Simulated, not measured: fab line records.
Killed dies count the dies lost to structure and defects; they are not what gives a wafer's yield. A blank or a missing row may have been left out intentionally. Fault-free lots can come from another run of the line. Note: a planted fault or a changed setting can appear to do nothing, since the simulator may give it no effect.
fab line records | flow berkeleyCmos170
[record] lots = 5 wafers = 15 lastDay = 12
route steps=331 shown M2@271
lots that met no fault: taken from a fault-free run of the same line
startH: the number of hours between the record's first day and the start of the first shown wafer of the lot | waitH: how many hours have passed since the lot's step before this one | " same as the row above | L1.1+2: several wafers, shown together as one row | - either no value or no given start | * or withheld: withheld | < > ~ a bound
route shown NAME@n: NAME is a module with steps in the file, n the number in the route of the first one | usual: mean/standard deviation taken from wafers without a fault | same: alike in all rows | chamber/n: place in a boat | sites: the reading at each site | _std_site: the values' standard deviation | _edge_site: the outer-site mean with the inner-site mean subtracted | radiusMm: for every site, how far away it sits from the centre of the wafer | mask NAME#n: copy n | behind: the last tool/chamber to shape the wafer | hold: reason for holding the lot/hours on hold/outcome of the hold | device: transistor that didn't switch, given as n, p or np | end of line: the route-end tests of the same wafers | a step without rows: its recipe alone | killed: dies that structure and defects cost at the first sort, which is not the same as the wafer's yield | map: a wafer's dies, x killed, . not, _ none there
set.NAME: the setting the step ran with; set.NAME@STEP: the setting that earlier step ran with | model.NAME: the simulator's own value behind a step, which no gauge read
lots at selected steps of the route; one table per step, one row per wafer
services: a tool's chamber out of use, with start hour (startH, from the record's first day; less than 0 if before it), hours out, and reason
[[steps]]
[step UCB170_M2_PRE_CLEAN_00]
[recipe] gas = Ar precleanEtchTimeS = 60
[step UCB170_M2_SPUTTER_01]
[recipe] material = Al targetThkNm = 900 timeS = 120 powerW = 6000 chamberPressurePa = 0.5
[usual] throttleValvePct = 30.5/1.6
// columns lot.wafer tool chamber startH waitH throttleValvePct
L472.3 pvdSputter-03 - 192.04 0.0 32.3
L472.4 " - " " 28.9
L472.5 " - " " 32.2
L480.1 pvdSputter-04 - 219.71 0.0 29.9
L480.3 " - " " 29.6
L480.5 " - " " 29.6
L484.1 pvdSputter-03 - 237.06 0.0 30.3
L484.3 " - " " 30.3
L484.6 " - " " 32.1
L487.4 pvdSputter-03 - 257.24 0.0 30.7
L487.5 " - " " 28.7
L487.6 " - " " 30.3
L494.1 pvdSputter-04 - 285.44 0.0 29.9
L494.2 " - " " 29.6
L494.5 " - " " 29.7
[step UCB170_M2_RS_MEAS_02]
[recipe] thkMeasGauge = four-point-probe reads = Al_of_M2_SPUTTER_01
[usual] M2_AL_RS = 0.0321/0.00036
// columns lot.wafer tool chamber startH waitH M2_AL_RS[ohm/sq]
L472.3 filmMetro-02 - 192.17 0.1 0.0317
L472.4 " - " " 0.0318
L472.5 " - " " 0.0319
L480.1 filmMetro-03 - 219.79 0.0 0.0325
L480.3 " - " " 0.0325
L480.5 " - " " 0.0324
L484.1 filmMetro-02 - 237.15 0.0 0.0323
L484.3 " - " " 0.0319
L484.6 " - " " 0.0317
L487.4 filmMetro-04 - 257.38 0.1 0.0314
L487.5 " - " " 0.0318
L487.6 " - " " 0.0319
L494.1 filmMetro-04 - 285.53 0.0 0.0321
L494.2 " - " " 0.0318
L494.5 " - " " 0.0323
[step UCB170_M2_THK_MEAS_03]
[recipe] thkMeasGauge = xrf reads = Al_of_M2_SPUTTER_01
[usual] M2_AL_THK = 921/12
// columns lot.wafer tool chamber startH waitH M2_AL_THK[nm]
L472.3 filmMetro-02 - 192.27 0.1 925
L472.4 " - " " 922
L472.5 " - " " 917
L480.1 filmMetro-03 - 219.91 0.1 924
L480.3 " - " " 917
L480.5 " - " " 926
L484.1 filmMetro-02 - 237.27 0.1 907
L484.3 " - " " 924
L484.6 " - " " 928
L487.4 filmMetro-04 - 257.47 0.1 947
L487.5 " - " " 929
L487.6 " - " " 926
L494.1 filmMetro-04 - 285.65 0.1 923
L494.2 " - " " 922
L494.5 " - " " 919
[step UCB170_M2_HMDS_04]
[recipe] primeTimeS = 60 primeTempC = 100
[step UCB170_M2_COAT_05]
[recipe] resist = KrF spinRpm = 1500 resistThkNm = 900
[step UCB170_M2_SOFTBAKE_06]
[recipe] resist = KrF tempC = 130 timeS = 60
[step UCB170_M2_STRIP_07]
[recipe] chemistry = O2 powerW = 400 pressureMtorr = 3500 platenTempC = withheld o2FlowSccm = 400 overashFraction = 0.5
[usual] drypumpMotorCurrentA = 5.7/0.4 o2FlowSccm = 400.1/1.2 oesProductAu = 0.735/0.0043 stripTimeToEndpointS = 21.96/0.065
// columns lot.wafer tool chamber startH waitH drypumpMotorCurrentA o2FlowSccm oesProductAu rfHoursCounterH stripTimeToEndpointS
L472.3 plasmaAsher-04 1 192.79 0.1 6.1 399.1 0.735 - 21.99
L472.4 " 0 " " 6.0 399.5 0.741 - 21.95
L472.5 " 0 " " 6.0 400.1 0.741 - 21.98
L480.1 plasmaAsher-02 1 220.68 0.1 6.2 399.8 0.737 45 22.01
L480.3 " 1 " " 6.2 400.0 0.736 - 21.99
L480.5 " 0 " " 5.2 399.4 0.743 - 21.99
L484.1 plasmaAsher-01 1 238.29 0.1 5.1 399.8 0.737 16 22.01
L484.3 " 0 " " 5.7 399.3 0.728 - 21.97
L484.6 " 0 " " 5.7 401.9 0.732 - 22.00
L487.4 plasmaAsher-04 0 258.35 0.1 6.0 398.4 0.736 - 22.00
L487.5 " 0 " " 6.0 398.8 0.734 - 22.03
L487.6 " 1 " " 6.1 401.7 0.730 - 21.97
L494.1 plasmaAsher-01 0 286.49 0.1 5.7 398.6 0.738 22 21.93
L494.2 " 1 " " 5.1 402.8 0.734 22 21.93
L494.5 " 1 " " 5.1 400.9 0.737 - 21.93
[step UCB170_M2_STRIP_08]
[recipe] chemistry = DMSO tempC = 80 timeS = 600 material = KrF
[step UCB170_M2_COAT_09]
[recipe] resist = BARC tempC = withheld timeS = withheld spinRpm = 3000 resistThkNm = withheld
[step UCB170_M2_COAT_10]
[recipe] resist = KrF spinRpm = 1500 resistThkNm = 900
[step UCB170_M2_SOFTBAKE_11]
[recipe] resist = KrF tempC = 130 timeS = 60
[step UCB170_M2_EXPOSE_12]
[recipe] maskId = METAL2 targetCdNm = 700 na = 0.5 sigmaOuter = 0.6 sourceShape = conventional doseMj = 26
[usual] exposureDoseMJCm2 = 25.998/0.026
// columns lot.wafer tool chamber startH waitH mask exposureDoseMJCm2
L472.3 krfScanner-01 0 193.54 - METAL2#0 25.990
L472.4 " 0 " " METAL2#0 26.015
L472.5 " 0 " " METAL2#0 25.993
L480.1 krfScanner-02 0 221.40 - METAL2#0 25.894
L480.3 " 0 " " METAL2#0 25.894
L480.5 " 0 " " METAL2#0 25.866
L484.1 krfScanner-01 0 239.44 - METAL2#0 25.990
L484.3 " 0 " " METAL2#0 25.981
L484.6 " 0 " " METAL2#0 25.990
L487.4 krfScanner-01 0 259.52 - METAL2#0 26.011
L487.5 " 0 " " METAL2#0 26.043
L487.6 " 0 " " METAL2#0 26.022
L494.1 krfScanner-02 0 287.79 - METAL2#0 26.022
L494.2 " 0 " " METAL2#0 25.983
L494.5 " 0 " " METAL2#0 25.977
[step UCB170_M2_PEB_13]
[recipe] pebTempC = 130 pebTimeS = withheld resist = KrF
[[services]]
// columns tool chamber startH hours kind
krfScanner-02 - 170.75 1.3 pm
krfScanner-01 - 172.05 1.0 pm
krfScanner-01 - 173.05 1.3 pm
pvdSputter-04 - 214.37 4.5 repair
plasmaAsher-02 - 216.29 3.6 repair
krfScanner-01 - 226.34 0.8 pm
krfScanner-02 - 245.92 1.0 pm
pvdSputter-03 - 247.07 1.1 repair
pvdSputter-03 - 266.48 7.9 repair
krfScanner-02 - 269.98 0.8 pm
[[key]]
[firstSign] step = UCB170_M2_EXPOSE_12 reading = exposureDoseMJCm2 direction = down sigmas = 4.4 usual = 25.998 struck = 25.885
effect none on later readings
metAt UCB170_M2_EXPOSE_12
struckWafers L480.1,L480.3,L480.5
sortLeftOut L480.1,L480.3,L480.5
[loopTrim] step = UCB170_M2_EXPOSE_12 setting = dose lots = L480
[fault] kind = processParameterDrift tool = krfScanner-02 chamber = - onsetH = 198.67 steps = UCB170_M2_EXPOSE_12 channel = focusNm offset = 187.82 spreadByWafer = 0.3 shape = step endH = 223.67
// sortLeftOut: the simulated sort isn't trusted on such a fault, so these wafers' sort isn't shown, and their yield isn't known
// loopTrim: a control loop set the setting to another value than it would have without faults
